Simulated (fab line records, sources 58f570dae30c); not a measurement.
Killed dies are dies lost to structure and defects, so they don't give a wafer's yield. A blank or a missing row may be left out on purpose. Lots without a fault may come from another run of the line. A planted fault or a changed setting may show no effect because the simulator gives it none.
Split-lot experiment | flow berkeley_cmos170 | 5 lots, 23 wafers read, on a route of 331 steps

THE SPLIT
At UCB170_SILICIDE_SPUTTER_01 (material Ti, target thk 30 nm, time 25 s), the setting power_w was moved away from the recipe's 1500 W on 8 of the 23 wafers read, by -5.9% to +4.3%. The other wafers ran this setting at the recipe's value.

FROM THE SPLIT TO THE READING: what the file shows between them, 1 step
- UCB170_SILICIDE_RS_MEAS_02: measures by four-point-probe

THE READING
SILICIDE_TI_THK, in nm, at UCB170_SILICIDE_THK_MEAS_03 (measures by xrf). Fault-free wafers of this fab line usually give 30.1 nm, standard deviation 0.31 nm.

wafer  | tool, chamber at the split | power_w as run, W | against the recipe | SILICIDE_TI_THK, nm | against lot-mates on the recipe
L075.1 | pvd_sputter-01, -          | 1564              | +4.3%              | 31.7                | +1.3
L075.2 | pvd_sputter-01, -          | 1564              | +4.3%              | 31.6                | +1.2
L075.3 | pvd_sputter-01, -          | 1500              | recipe             | 30.3                | -
L075.4 | pvd_sputter-01, -          | 1500              | recipe             | 30.4                | -
L075.5 | pvd_sputter-01, -          | 1564              | +4.3%              | 31.7                | +1.3
L077.1 | pvd_sputter-02, -          | 1412              | -5.9%              | 28.7                | -1.8
L077.2 | pvd_sputter-02, -          | 1412              | -5.9%              | 29.0                | -1.5
L077.4 | pvd_sputter-02, -          | 1500              | recipe             | 30.4                | -
L077.5 | pvd_sputter-02, -          | 1500              | recipe             | 30.5                | -
L077.6 | pvd_sputter-02, -          | 1500              | recipe             | 30.5                | -
L078.1 | pvd_sputter-01, -          | 1500              | recipe             | 30.3                | -
L078.3 | pvd_sputter-01, -          | 1500              | recipe             | 30.0                | -
L078.6 | pvd_sputter-01, -          | 1500              | recipe             | 29.9                | -
L081.1 | pvd_sputter-02, -          | 1500              | recipe             | 29.9                | -
L081.2 | pvd_sputter-02, -          | 1500              | recipe             | 29.8                | -
L081.3 | pvd_sputter-02, -          | 1500              | recipe             | 30.0                | -
L081.5 | pvd_sputter-02, -          | 1500              | recipe             | 29.8                | -
L081.6 | pvd_sputter-02, -          | 1500              | recipe             | 29.8                | -
L085.1 | pvd_sputter-02, -          | 1550              | +3.3%              | 30.4                | +0.8
L085.3 | pvd_sputter-02, -          | 1500              | recipe             | 29.7                | -
L085.4 | pvd_sputter-02, -          | 1550              | +3.3%              | 30.6                | +1.0
L085.5 | pvd_sputter-02, -          | 1550              | +3.3%              | 30.7                | +1.1
L085.6 | pvd_sputter-02, -          | 1500              | recipe             | 29.6                | -

THE FIT
A straight line over all 23 wafers: SILICIDE_TI_THK changes by +0.251 nm for each +1% of power_w; r = +0.88; the points scatter about the line by 0.36 nm.
The same after taking each lot's own level away (the mean of its wafers on the recipe; 23 wafers): +0.286 nm for each +1%; r = +0.99; scatter 0.11 nm.
On that fit, the largest move of power_w shifts the reading by 1.7 nm.
The lots' own levels span 29.65 to 30.47 nm, that is 2.6 times the standard deviation above.
So the lot-to-lot level changes the slope: the two fits differ.
Check: with one of the wafers moved furthest among these (-5.9%) left out of the fit, the line predicts -1.62 nm for it against its lot-mates. It came out at -1.77 nm against them.

OTHER SPLITS ON THESE WAFERS
These wafers also went through other splits before the reading. Each is held against what the fit with the lots' levels taken away leaves over:
other split on the same wafers        | wafers away from the commonest value | r with SILICIDE_TI_THK (lot level and that fit taken away)
UCB170_PSD_EXPOSE_03 dose_mj          | 8                                    | +0.13
UCB170_NSD_COAT_01 resist_thk_nm      | 5                                    | +0.22
UCB170_BACKSIDE_COAT_01 resist_thk_nm | 5                                    | -0.10

THE WHOLE CHAIN: every reading that the file lists as answering this split, in the file's order
step                        | what it does                             | reading                                                                           | change (the file's fit)               | r (the file's)
UCB170_SILICIDE_SPUTTER_01  | material Ti, target thk 30 nm, time 25 s | Ti_of_SILICIDE_SPUTTER_01.thk_nm (the simulator's own value, which no gauge read) | +0.284 nm for each +1% of the setting | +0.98
UCB170_SILICIDE_RS_MEAS_02  | measures by four-point-probe             | SILICIDE_TI_RS                                                                    | -0.297 for each +1% of the setting    | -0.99
UCB170_SILICIDE_THK_MEAS_03 | measures by xrf                          | SILICIDE_TI_THK                                                                   | +0.284 for each +1% of the setting    | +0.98

THE FILE'S OWN FIT
SILICIDE_TI_THK changes by +0.284 nm for each +1% of power_w, r = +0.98.
